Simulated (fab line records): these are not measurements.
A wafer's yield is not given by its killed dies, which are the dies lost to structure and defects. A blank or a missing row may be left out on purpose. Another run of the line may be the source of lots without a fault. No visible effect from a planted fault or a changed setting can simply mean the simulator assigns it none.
Code-filled problem report in 8D (eight disciplines) form    flow berkeleyCmos170    the parts of the form that need people (team, actions taken, sign-off) are left out

1. THE ISSUE
tiltDeg at UCB170_PLDD_IMPLANT_08 reads a mean of 8.864 degrees on 6 wafers of 2 lots; wafers without a fault read 6.993 degrees with a standard deviation of 0.021. That is +89 standard deviations from the usual mean.
Seen first at day 11 17:31 on implanter-02, wafer L128.3. Wafers with a number at this step in the record: 42, from 14 lots. Rule for "out" (also "out of limits"): further than 4 standard deviations from the usual mean. The rest of the wafers with a number are treated as sound.

2. WHAT IT IS AND WHAT IT IS NOT
question                     is                      is not
which readings at this step  tiltDeg                 -
which lots                   L128, L129              L110, L111, L112, L113, L114, L116, L117, L119, L120, L126, L132, L133
which wafers of those lots   all that have a number  -
read on which tools          implanter-02            implanter-03, implanter-04
when                         from day 11 17:31       up to then (30 sound wafers); but 6 sound wafers of L132, L133 came after

3. THE SUSPECTS, EACH WITH WHAT RULES IT OUT
Counting: a tool at any process step up to the reading remains a suspect when it ran all the lots that are out and ran no sound lot after the first of those.
- implanter-02 at UCB170_PLDD_IMPLANT_08: kept. All lots that are out passed through it, beginning with L128 at day 11 17:31, and no sound lot followed; its final sound lot before that point was L120 at day 9 20:53. On those wafers its own readings are out: tiltDeg.
After counting, what remains is implanter-02 at UCB170_PLDD_IMPLANT_08.

4. THE CAUSE (what the simulator had put in)
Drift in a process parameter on implanter-02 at UCB170_PLDD_IMPLANT_08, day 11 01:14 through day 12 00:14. From 7, the setting tiltDeg moved by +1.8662. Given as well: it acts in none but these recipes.
The count eliminated every tool but this one.

5. THE CHAIN OF EFFECTS, in route order
One row per reading whose mean, taken over the struck wafers that have a number, lies over 3 standard deviations from the usual. Only readings whose record carries a usual standard deviation are examined. hours: median over the lots of the time between each lot's start at the first step of this table that gives one and its start at this step. sigmas: the change, counted in usual standard deviations.
hours  step                    reading  usual          on struck wafers  change  sigmas
0      UCB170_PLDD_IMPLANT_08  tiltDeg  6.993 degrees  8.864             +1.871  +89
It contains these process steps:
- UCB170_PLDD_IMPLANT_08
Readings that are blank on the struck wafers while sound wafers have them: PLDD_RS at UCB170_SDANNEAL_RS_MEAS_04.
Later steps that measure or inspect, where all struck wafers having a row at the step show a number for every such reading and not one has moved that far: UCB170_NSD_OVL_MEAS_07.

6. HOW IT WOULD HAVE BEEN CAUGHT EARLIER
The fault began at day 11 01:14; the first out-of-limits reading in this record came at day 11 17:31, 16 hours later.
